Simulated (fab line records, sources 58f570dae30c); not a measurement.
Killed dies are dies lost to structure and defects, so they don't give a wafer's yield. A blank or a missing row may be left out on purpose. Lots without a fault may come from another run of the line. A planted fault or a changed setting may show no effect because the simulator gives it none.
Split-lot experiment | flow berkeley_cmos170 | 5 lots, 23 wafers read, on a route of 331 steps

THE SPLIT
At UCB170_GATE_COAT_07 (resist thk 900 nm), the setting spin_rpm was moved away from the recipe's 1500 rpm on 5 of the 23 wafers read, by +2.3% to +3.5%. The other wafers ran this setting at the recipe's value.

The file shows no step between the split and the reading.

THE READING
KrF_of_GATE_COAT_07.thk_nm (the simulator's own value, which no gauge read), in nm, at UCB170_GATE_ETCH_15 (etches poly-Si in HBr/Cl2, stops on SiO2, time 56.3 s, target depth 278.2 nm). The file gives no usual value for it. The 18 wafers here that ran the recipe average 778.8 nm, standard deviation 4.4 nm.

wafer  | tool, chamber at the split | spin_rpm as run, rpm | against the recipe | KrF_of_GATE_COAT_07.thk_nm, nm | against lot-mates on the recipe
L074.1 | litho_track-04, 0          | 1500                 | recipe             | 770.7                          | -
L074.3 | litho_track-04, 0          | 1500                 | recipe             | 777                            | -
L074.4 | litho_track-04, 0          | 1500                 | recipe             | 779.4                          | -
L074.5 | litho_track-04, 0          | 1500                 | recipe             | 774.6                          | -
L074.6 | litho_track-04, 0          | 1500                 | recipe             | 770.8                          | -
L077.2 | litho_track-04, 0          | 1500                 | recipe             | 783.8                          | -
L077.3 | litho_track-04, 0          | 1534                 | +2.3%              | 763.4                          | -18.6
L077.4 | litho_track-04, 0          | 1534                 | +2.3%              | 775.2                          | -6.8
L077.5 | litho_track-04, 0          | 1500                 | recipe             | 780.2                          | -
L077.6 | litho_track-04, 0          | 1534                 | +2.3%              | 764.5                          | -17.5
L081.2 | litho_track-01, 0          | 1500                 | recipe             | 784.3                          | -
L081.3 | litho_track-01, 0          | 1500                 | recipe             | 774.1                          | -
L081.4 | litho_track-01, 0          | 1500                 | recipe             | 775.1                          | -
L081.5 | litho_track-01, 0          | 1500                 | recipe             | 775.8                          | -
L081.6 | litho_track-01, 0          | 1500                 | recipe             | 782                            | -
L085.1 | litho_track-01, 0          | 1553                 | +3.5%              | 758.3                          | -23.6
L085.3 | litho_track-01, 0          | 1500                 | recipe             | 784.4                          | -
L085.4 | litho_track-01, 0          | 1553                 | +3.5%              | 763.5                          | -18.4
L085.5 | litho_track-01, 0          | 1500                 | recipe             | 778.1                          | -
L085.6 | litho_track-01, 0          | 1500                 | recipe             | 783.1                          | -
L084.1 | litho_track-04, 0          | 1500                 | recipe             | 783.9                          | -
L084.4 | litho_track-04, 0          | 1500                 | recipe             | 782.3                          | -
L084.5 | litho_track-04, 0          | 1500                 | recipe             | 779.3                          | -

THE FIT
A straight line over all 23 wafers: KrF_of_GATE_COAT_07.thk_nm changes by -5.02 nm for each +1% of spin_rpm; r = -0.80; the points scatter about the line by 4.6 nm.
The same after taking each lot's own level away (the mean of its wafers on the recipe; 23 wafers): -6.07 nm for each +1%; r = -0.90; scatter 3.7 nm.
On that fit, the largest move of spin_rpm shifts the reading by 21 nm.
The lots' own levels span 774.50 to 782.00 nm, that is 1.7 times the standard deviation above.
So the lot-to-lot level changes the slope: the two fits differ.
Check: with one of the wafers moved furthest among these (+3.5%) left out of the fit, the line predicts -20.5 nm for it against its lot-mates. It came out at -23.6 nm against them.

OTHER SPLITS ON THESE WAFERS
These wafers also went through other splits before the reading. Each is held against what the fit with the lots' levels taken away leaves over:
other split on the same wafers       | wafers away from the commonest value | r with KrF_of_GATE_COAT_07.thk_nm (lot level and that fit taken away)
UCB170_NVT_IMPLANT_07 energy_kev     | 4                                    | +0.23
UCB170_PVT_STRIP_08 overash_fraction | 10                                   | +0.22

THE WHOLE CHAIN: every reading that the file lists as answering this split, in the file's order
step                | what it does                                                                 | reading                                                                     | change (the file's fit)              | r (the file's)
UCB170_GATE_COAT_07 | resist thk 900 nm                                                            | KrF_of_GATE_COAT_07.thk_nm (the simulator's own value, which no gauge read) | -4.18 nm for each +1% of the setting | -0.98
UCB170_GATE_ETCH_15 | etches poly-Si in HBr/Cl2, stops on SiO2, time 56.3 s, target depth 278.2 nm | KrF_of_GATE_COAT_07.thk_nm (the simulator's own value, which no gauge read) | -6.05 nm for each +1% of the setting | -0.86

THE FILE'S OWN FIT
KrF_of_GATE_COAT_07.thk_nm changes by -6.05 nm for each +1% of spin_rpm, r = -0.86.
